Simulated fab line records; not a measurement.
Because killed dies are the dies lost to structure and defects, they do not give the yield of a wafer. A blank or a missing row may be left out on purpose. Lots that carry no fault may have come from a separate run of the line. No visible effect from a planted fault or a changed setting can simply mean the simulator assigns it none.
Which tool was responsible? ; flow berkeley-cmos170 ; 42 wafers from 14 lots sampled at 6 of the route's 331 steps

== WHAT EACH GAUGE READ, for each wafer ==
UCB170_V1_THK_MEAS_01.
lot;measured;on;V1_TEOS_THK (nm)
L678;day 6 22:02;film-metro-04;1965 1973 1990
L682;day 7 20:59;film-metro-01;1969 1960 2005
L684;day 8 01:16;film-metro-04;1975 2021 1991
L685;day 8 13:07;film-metro-04;1975 1951 1995
L687;day 9 04:07;film-metro-03;2002 1988 2015
L690;day 9 04:07;film-metro-01;1965 2011 1990
L686;day 9 04:16;film-metro-03;1967 1960 2001
L695;day 10 05:34;film-metro-03;1995 1999 2031
L691;day 10 05:44;film-metro-01;1969 1985 1999
L697;day 10 21:44;film-metro-04;1982 2012 2017
L698;day 11 04:04;film-metro-01;1964 1990 2006
L700;day 11 23:14;film-metro-04;1998 2000 2022
L701;day 11 23:31;film-metro-03;1942 1977 1974
L699;day 11 23:21;film-metro-01;1983 2012 2019

UCB170_V2_BOW_MEAS_03.
lot;measured;on;V2_BOW (um)
L678;day 7 07:58;film-metro-01;39 32 45
L682;day 8 03:51;film-metro-01;50 39 43
L684;day 8 08:20;film-metro-02;29 36 35
L685;day 8 18:24;film-metro-02;40 31 34
L687;day 9 11:02;film-metro-04;62 56 67
L690;day 9 11:08;film-metro-02;62 72 58
L686;day 9 11:26;film-metro-04;45 43 35
L695;day 10 12:25;film-metro-02;31 34 42
L691;day 10 12:10;film-metro-04;28 40 27
L697;day 11 04:45;film-metro-01;30 31 38
L698;day 11 10:55;film-metro-02;32 27 39
L700;day 12 06:38;film-metro-04;43 43 48
L701;day 12 07:14;film-metro-02;28 38 31
L699;day 12 06:56;film-metro-04;26 32 35

UCB170_V2_THK_MEAS_04.
lot;measured;on;V2_POLISHED_THK (nm)
L678;day 7 08:05;film-metro-01;998.6 999.7 998.2
L682;day 8 03:58;film-metro-01;1000.7 1000.9 1001.0
L684;day 8 08:26;film-metro-02;999.5 999.4 999.1
L685;day 8 18:31;film-metro-02;1000.8 1001.3 1001.6
L687;day 9 11:10;film-metro-04;1958.7 1952.0 1995.1
L690;day 9 11:16;film-metro-02;1987.9 2010.8 2009.1
L686;day 9 11:34;film-metro-04;1000.3 1000.1 999.8
L695;day 10 12:32;film-metro-02;1000.6 999.9 1001.1
L691;day 10 12:16;film-metro-04;1000.0 998.9 999.9
L697;day 11 04:51;film-metro-01;1002.2 1001.7 1001.7
L698;day 11 11:01;film-metro-02;999.2 999.5 999.7
L700;day 12 06:44;film-metro-04;1001.7 1001.3 1000.9
L701;day 12 07:21;film-metro-02;1001.1 999.7 999.8
L699;day 12 07:04;film-metro-04;1001.3 1000.5 999.7

== EACH LOT AND THE TOOL THAT RAN IT (in order: tool; ch and the chambers of the sampled wafers; start) ==
lot;UCB170_SILICIDE_SPUTTER_01;UCB170_CONTACT_STRIP_19;UCB170_V2_CMP_02
L678;pvd-sputter-04, day 6 12:23;plasma-asher-03 ch 0,1, day 6 17:11;cmp-01 ch 1,2, day 7 07:40
L682;pvd-sputter-03, day 7 09:35;plasma-asher-04 ch 0,1, day 7 13:56;cmp-02 ch 1,2,3, day 8 03:33
L684;pvd-sputter-03, day 7 12:45;plasma-asher-03 ch 0,1, day 7 18:23;cmp-01 ch 1,2,3, day 8 08:09
L685;pvd-sputter-04, day 7 23:13;plasma-asher-02 ch 0,1, day 8 03:39;cmp-02 ch 2,3, day 8 18:06
L687;pvd-sputter-03, day 8 15:22;plasma-asher-03 ch 0,1, day 8 22:28;cmp-01 ch 1,2,3, day 9 10:47
L690;pvd-sputter-03, day 8 16:19;plasma-asher-02 ch 0,1, day 8 22:32;cmp-02 ch 1,2, day 9 10:53
L686;pvd-sputter-04, day 8 16:23;plasma-asher-02 ch 0,1, day 8 22:52;cmp-02 ch 0,1,3, day 9 11:08
L695;pvd-sputter-04, day 9 17:43;plasma-asher-03 ch 0,1, day 9 22:30;cmp-01 ch 0,1, day 10 12:10
L691;pvd-sputter-02, day 9 17:55;plasma-asher-02 ch 0,1, day 9 23:04;cmp-01 ch 1,2, day 10 11:49
L697;pvd-sputter-03, day 10 08:13;plasma-asher-03 ch 0,1, day 10 13:23;cmp-02 ch 0,2, day 11 04:28
L698;pvd-sputter-02, day 10 16:29;plasma-asher-03 ch 0,1, day 10 21:14;cmp-02 ch 2,3, day 11 10:34
L700;pvd-sputter-03, day 11 10:02;plasma-asher-04 ch 0,1, day 11 14:35;cmp-02 ch 0,1, day 12 06:17
L701;pvd-sputter-02, day 11 10:02;plasma-asher-02 ch 0,1, day 11 15:52;cmp-01 ch 1,2,3, day 12 07:02
L699;pvd-sputter-03, day 11 10:31;plasma-asher-02 ch 0,1, day 11 16:54;cmp-02 ch 1,2,3, day 12 06:44
- UCB170_SILICIDE_SPUTTER_01: material Ti, target thk 30 nm, time 25 s.
- UCB170_CONTACT_STRIP_19: strips in O2.
- UCB170_V2_CMP_02: polishes SiO2.

== AS READ BY THE TOOLS THEMSELVES (means over the sampled wafers that have a number; for cases with no such wafer, the mark the record gives instead) ==
UCB170_SILICIDE_SPUTTER_01.
lot;tool;throttle-valve-pct (%)
L678;pvd-sputter-04;30.0
L682;pvd-sputter-03;30.0
L684;pvd-sputter-03;29.9
L685;pvd-sputter-04;30.3
L687;pvd-sputter-03;30.0
L690;pvd-sputter-03;30.3
L686;pvd-sputter-04;29.7
L695;pvd-sputter-04;30.0
L691;pvd-sputter-02;29.1
L697;pvd-sputter-03;30.4
L698;pvd-sputter-02;28.9
L700;pvd-sputter-03;30.1
L701;pvd-sputter-02;29.6
L699;pvd-sputter-03;30.4

UCB170_CONTACT_STRIP_19.
lot;tool;drypump-motor-current-A (A);oes-product-au (a.u.)
L678;plasma-asher-03;5.5;0.725
L682;plasma-asher-04;5.4;0.727
L684;plasma-asher-03;5.5;0.724
L685;plasma-asher-02;6.5;0.722
L687;plasma-asher-03;5.7;0.725
L690;plasma-asher-02;6.6;0.721
L686;plasma-asher-02;6.5;0.727
L695;plasma-asher-03;5.7;0.724
L691;plasma-asher-02;6.5;0.723
L697;plasma-asher-03;5.6;0.725
L698;plasma-asher-03;5.6;0.721
L700;plasma-asher-04;5.4;0.722
L701;plasma-asher-02;6.5;0.722
L699;plasma-asher-02;6.5;0.723

UCB170_V2_CMP_02.
lot;tool;edge-zone-pressure-frac;head-pressure-psi (psi);motor-current-A (A)
L678;cmp-01;0.998;6.003;16.5
L682;cmp-02;1.001;5.998;14.5
L684;cmp-01;1.002;5.998;16.7
L685;cmp-02;0.996;6.004;13.8
L687;cmp-01;-;-;-
L690;cmp-02;-;-;-
L686;cmp-02;0.998;5.993;14.5
L695;cmp-01;1.000;5.999;17.0
L691;cmp-01;1.005;6.002;16.5
L697;cmp-02;1.004;5.999;15.3
L698;cmp-02;1.002;5.983;14.0
L700;cmp-02;1.002;6.000;15.3
L701;cmp-01;1.000;6.003;16.4
L699;cmp-02;0.999;6.000;14.2

== THE ANSWER, worked out from the rows above alone ==
Rule: the usual values come from the lots themselves. Put in order of their means at a reading, lots are off if they are a third of the lots or fewer, leave a main group of 4 or more, and stand apart from it by a gap of 3 or more times the standard deviation of the main group's means; of several such gaps the widest counts. A main group is skipped when, at the precision printed for the reading in the tables above, its means are all equal. A lot without any number at a reading at which 4 lots or more have one is off too. The other lots that the step has rows for count as sound. The gauges are gone through in route order, then the tools' own readings, and for those a lot's mean is taken as printed above. At the first step where some lot is off, the reading lying furthest off is the one used; lots without a number count as furthest.
Off: at UCB170_V2_BOW_MEAS_03 (V2_BOW), L687, L690. Main group: mean 36 um, sd 4.6.
If a tool, at a process step before that reading, ran all the lots that are off and no sound lot after the first of them, it fits. The gauges at UCB170_V2_BOW_MEAS_03 aren't tried: what is off there is off at UCB170_V2_CMP_02 too, on other tools, and a gauge's error can't cause that. No candidate that was tried fits.

== WHAT WAS PUT IN BY THE SIMULATOR ==
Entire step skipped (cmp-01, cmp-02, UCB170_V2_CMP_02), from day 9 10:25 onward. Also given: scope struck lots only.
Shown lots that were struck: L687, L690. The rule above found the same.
